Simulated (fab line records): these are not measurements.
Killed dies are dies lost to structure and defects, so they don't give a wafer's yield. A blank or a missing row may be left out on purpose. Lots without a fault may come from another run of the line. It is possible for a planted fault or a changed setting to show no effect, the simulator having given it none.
A struck lot beside a sound one    flow berkeley_cmos170    16 steps out of a route of 331
Sound: these wafers, L439.1, L439.3, L439.5. Struck: wafers L457.2, L457.6. (L457.3 of the same lot was not struck and is left out.) The cause comes at the end.
Per side, at each step with rows, come the tool, then ch with its chambers, and then its first start. Under that, the readings that differ: sound wafers    struck wafers    difference of the means    sigmas: that difference in standard deviations of wafers without a fault.
alike: words and numbers the same on both sides, and readings whose means are apart by under 2 such deviations; not compared: readings that were withheld, readings missing a value for some wafer, numbers with overlapping values and no deviation given by the record, and bounds like >300 which may hide the same value.
A row with sigmas, a row that says differs or no value, or rows on one side alone: a step with any of these is where the two part. Numbers that have no deviation but don't overlap get no sigmas and don't part them. A reading that every wafer of one side lacks parts them only if that side has two wafers or more.

first, 6 steps without rows for these wafers: UCB170_M2_COAT_09; UCB170_M2_COAT_10 (resist thk 900 nm); UCB170_M2_SOFTBAKE_11 (time 60 s); UCB170_M2_EXPOSE_12 (exposes mask METAL2, target cd 700 nm); UCB170_M2_PEB_13; UCB170_M2_DEVELOP_14 (develop time 45 s).
UCB170_M2_CD_MEAS_15 targets a cd of 700 nm.
  sound: cd_sem-01 at day 8 14:29; struck: cd_sem-01 at day 13 10:59
  alike: cd_nm
UCB170_M2_OVL_MEAS_16:
  sound: overlay-01 at day 8 14:37; struck: overlay-02 at day 13 11:05
  alike: M2_OVL
UCB170_M2_ETCH_17: etches BARC in N2/H2.
  sound on rie_diel-03 ch 1,2,3, day 8 14:39; struck on rie_diel-02 ch 0,2, day 13 11:07
  alike: drypump_motor_current_A, oes_product_au, throttle_valve_pct
UCB170_M2_METAL_ETCH_18: etches Al in Cl2/BCl3, stops on SiO2, target depth 1170 nm, time 195 s.
  sound on rie_metal-03 ch 0,1, day 8 14:41; struck on rie_metal-04 ch 0,1, day 13 11:10
  alike: drypump_motor_current_A, he_backside_leak_sccm, oes_product_au, throttle_valve_pct
  not compared: rf_hours_counter_h
UCB170_M2_STRIP_19: strips in O2.
  sound on plasma_asher-02 ch 0,1, day 8 14:53; struck on plasma_asher-01 ch 0,1, day 13 11:20
  alike: drypump_motor_current_A, oes_product_au
  not compared: rf_hours_counter_h
UCB170_M2_CD_MEAS_90 targets a cd of 700 nm.
  sound: cd_sem-01 at day 8 14:59; struck: cd_sem-01 at day 13 11:28
  alike: cd_nm
UCB170_V2_CVD_00: deposits SiO2 from TEOS/O2, target thk 2000 nm, time 250 s.
  sound on pecvd-03 ch 1,2, day 8 15:06; struck on pecvd-02 ch 2, day 13 11:34
reading                              sound           struck     difference  sigmas
model.SiO2_of_V2_CVD_00.thk_nm (nm)  1945 2005 1969  2815 2851  +860        
  alike: heater_power_w
UCB170_V2_THK_MEAS_01:
  sound: film_metro-03 at day 8 15:15; struck: film_metro-04 at day 13 11:44
reading           sound           struck     difference  sigmas
V2_TEOS_THK (nm)  1946 2007 1970  2814 2852  +859        +30
UCB170_V2_CMP_02: polishes SiO2.
  sound on cmp-02 ch 0,2, day 8 15:25; struck on cmp-02 ch 3, day 13 11:47
  alike: motor_current_A, retaining_ring_pressure_frac
UCB170_M3_PROBE_99:
  sound wafers here have rows in the record (prober-02, day 8 21:02); struck ones have none

## WHERE THEY PART
Last at UCB170_M3_PROBE_99 as far as this record goes, first at UCB170_V2_THK_MEAS_01.

WHY: what the simulator had put in
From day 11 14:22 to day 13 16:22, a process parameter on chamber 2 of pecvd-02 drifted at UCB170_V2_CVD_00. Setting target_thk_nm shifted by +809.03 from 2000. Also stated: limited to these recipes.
